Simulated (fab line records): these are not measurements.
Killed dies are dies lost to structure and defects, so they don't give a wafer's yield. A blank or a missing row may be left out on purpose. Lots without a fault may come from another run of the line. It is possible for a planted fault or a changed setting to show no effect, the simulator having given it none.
Which of the tools did it? + flow berkeley_cmos170 + 21 wafers from 7 lots sampled at 2 of the route's 331 steps

WHAT EACH GAUGE READ, for each wafer
UCB170_NVT_TW_MEAS_09.
| lot  | measured     | on            | NVT_TW      |
|------|--------------|---------------|-------------|
| L738 | day 6 09:06  | film_metro-02 | 521 525 521 |
| L741 | day 6 09:28  | film_metro-04 | 533 527 532 |
| L744 | day 7 10:37  | film_metro-04 | 531 528 530 |
| L747 | day 7 18:04  | film_metro-04 | 445 446 446 |
| L752 | day 8 18:02  | film_metro-03 | 437 437 440 |
| L757 | day 9 20:43  | film_metro-04 | 531 533 528 |
| L759 | day 10 08:56 | film_metro-02 | 521 522 522 |

TOOL THAT RAN EACH LOT (tool first, then ch and the chambers of the sampled wafers, then the start)
| lot  | UCB170_NVT_IMPLANT_07           |
|------|---------------------------------|
| L738 | implanter-03 ch 0, day 6 08:52  |
| L741 | implanter-03 ch 0, day 6 09:13  |
| L744 | implanter-02 ch 0, day 7 10:23  |
| L747 | implanter-02 ch 0, day 7 17:50  |
| L752 | implanter-02 ch 0, day 8 17:48  |
| L757 | implanter-03 ch 0, day 9 20:28  |
| L759 | implanter-03 ch 0, day 10 08:41 |
- UCB170_NVT_IMPLANT_07

THE ANSWER, worked out from the rows above alone
Rule: usual is defined by the lots themselves. The widest of any qualifying gaps counts: lots, ordered by their means at a reading, are off when they make up no more than a third of the lots, leave a main group of 4 or more, and stand apart from it by 3 or more times the standard deviation of that group's means. Not used: any main group whose means are identical at the precision the tables above print for the reading. A lot without any number at a reading at which 4 lots or more have one is off too. The other lots that the step has rows for count as sound.
Off: L747, L752, at UCB170_NVT_TW_MEAS_09 (NVT_TW). For the main group the mean is 527 and the standard deviation 4.1.
A tool fits if, at a process step before that reading, it ran every lot that is off, and no sound lot after the first of them. Those tools and the gauges at UCB170_NVT_TW_MEAS_09 are tried in the same way. One fits: implanter-02 at UCB170_NVT_IMPLANT_07. Its last sound lot is L744 (day 7 10:23), its first lot that is off L747 (day 7 17:50): a fault that began between those two fits.

WHAT HAD BEEN PUT IN BY THE SIMULATOR
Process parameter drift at UCB170_NVT_IMPLANT_07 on implanter-02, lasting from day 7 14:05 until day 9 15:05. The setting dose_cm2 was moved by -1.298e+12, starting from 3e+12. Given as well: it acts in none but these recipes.
Shown lots that were struck: L747, L752. Same finding as the rule above.
